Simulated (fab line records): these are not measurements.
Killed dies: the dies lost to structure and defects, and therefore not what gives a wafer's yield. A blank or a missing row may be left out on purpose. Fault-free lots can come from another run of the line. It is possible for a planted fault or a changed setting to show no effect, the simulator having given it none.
The same fault as seen by 2 desks :: flow berkeley_cmos170 :: every desk sees just its own numbers, and what lay behind them comes last

METROLOGY DESK
What the gauges read, lot by lot, whatever tool the lot ran on: means of the sampled wafers that have a number. If a lot's mean is further than 4 standard deviations from the usual mean, the lot is out of limits and carries the mark OUT (the distance appears in the brackets).
Columns: A = cd_nm at UCB170_GATE_CD_MEAS_90, usual 349.8 nm; B = cd_nm at UCB170_PLDD_CD_MEAS_06, usual 1200.6 nm; C = PLDD_OVL at UCB170_PLDD_OVL_MEAS_07, usual 0 nm
lot: L592
first seen here: day 8 02:47
A: 347.9
B: 1199.4
C: -5

lot: L596
first seen here: day 8 18:37
A: 349.8
B: 1201.3
C: -3

lot: L601
first seen here: day 9 23:40
A: 347.3
B: 1200.1
C: -3

lot: L603
first seen here: day 10 07:08
A: 349.8
B: 1201.0
C: 0

lot: L605
first seen here: day 10 07:26
A: 350.7
B: 1200.5
C: 1

lot: L608
first seen here: day 10 23:05
A: 348.0
B: 1200.3
C: -6
This desk's finding: nothing out of limits on any of the 6 lots.

FOR THE TOOL OWNER'S DESK: implanter-02
The tool's own readings at UCB170_PLDD_IMPLANT_08: means of the sampled wafers that have a number, for each lot that ran on this tool. If a lot's mean is further than 4 standard deviations from the usual mean, the lot is out of limits and carries the mark OUT (the distance appears in the brackets).
Columns: A = rotation_deg at UCB170_PLDD_IMPLANT_08, usual 0.001 degrees
lot: L592
first seen here: day 8 05:16
A: 0.010

lot: L601
first seen here: day 10 02:15
A: 89.995 (+99 or more) OUT

lot: L603
first seen here: day 10 09:32
A: 90.016 (+99 or more) OUT
Finding of this desk: L601, L603 out of limits; the first was L601 at day 10 02:15, on rotation_deg at UCB170_PLDD_IMPLANT_08. Within limits: L592.

PUT TOGETHER
An alarm could have come from the tool owner's desk at day 10 02:15, on L601, L603.
The metrology desk saw nothing out of limits.
The metrology desk holds a record of L601, L603, inside its limits.
All the named lots went through UCB170_PLDD_IMPLANT_08 on implanter-02.

WHAT THE SIMULATOR PUT IN
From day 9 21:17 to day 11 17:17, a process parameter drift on implanter-02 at UCB170_PLDD_IMPLANT_08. Setting rotation_deg shifted by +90 from 0. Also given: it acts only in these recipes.
Lots struck among those shown: L601, L603.
Each desk's first reading out of limits, in hours after the fault started: the tool owner's desk, 5.
